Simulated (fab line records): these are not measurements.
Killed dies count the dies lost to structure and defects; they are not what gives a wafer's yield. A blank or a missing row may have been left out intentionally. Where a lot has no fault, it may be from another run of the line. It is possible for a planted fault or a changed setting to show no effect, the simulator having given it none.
Matching of chambers    flow berkeley-cmos170    UCB170_V2_ETCH_14 on rie-diel-03: 4 sister chambers
The step etches SiO2 in CHF3/CF4/Ar, stops on Al, target depth 1250 nm, time 291 s. 14 wafers are shown with their chamber, then 7 later ones without.

## EACH WAFER AND ITS CHAMBER
wafer   chamber  drypump-motor-current-A (A)  throttle-valve-pct (%)  oes-product-au (a.u.)
L112.2  3        6.0                          6.88                    0.874
L112.3  2        5.6                          6.78                    0.891
L112.4  1        5.1                          6.97                    0.863
L113.1  3        6.0                          6.88                    0.870
L113.2  2        5.6                          6.76                    0.886
L113.5  1        5.1                          6.96                    0.862
L119.2  3        6.0                          6.87                    0.869
L119.5  2        5.6                          6.78                    0.883
L119.6  3        6.0                          6.86                    0.861
L116.1  0        5.3                          6.89                    0.857
L116.4  1        5.1                          6.97                    0.874
L116.5  0        5.3                          6.88                    0.849
L124.2  1        5.1                          6.97                    0.871
L124.3  2        5.5                          6.77                    0.885

SIGNATURES (means of the wafers above)
reading                  chamber 0  chamber 1  chamber 2  chamber 3  scatter within a chamber
drypump-motor-current-A  5.300      5.100      5.575      6.000      0.0274
throttle-valve-pct       6.8850     6.9675     6.7725     6.8725     0.00822
oes-product-au           0.85300    0.86750    0.88625    0.86850    0.00511
Rule: a wafer lies at a distance from a chamber equal to the root of the sum of squares, over the readings, of (its reading less the chamber's mean, divided by the reading's scatter). If the next closest chamber is less than 2 further off than the closest, the wafer can't be placed; otherwise it belongs to the closest. The scatter: the root of (the sum of the squares of (reading less its chamber's mean) over the shown wafers, divided by (wafers less chambers)).

## WAFERS WHOSE CHAMBER IS MISSING
wafer   drypump-motor-current-A (A)  throttle-valve-pct (%)  oes-product-au (a.u.)
L124.4  6.0                          6.88                    0.870
L128.1  5.5                          6.75                    0.893
L128.3  5.1                          6.98                    0.845
L128.5  5.6                          6.78                    0.888
L133.1  5.1                          6.99                    0.844
L133.3  5.6                          6.77                    0.897
L133.6  5.1                          6.97                    0.852

## CHAMBER TAKEN BY EACH
wafer   from the rows above  in truth
L124.4  3                    3
L128.1  2                    2
L128.3  1                    1
L128.5  2                    2
L133.1  1                    1
L133.3  2                    2
L133.6  1                    1
Correctly placed: 7 of 7. Number that these rows cannot place: 0. 0 placed wrongly.
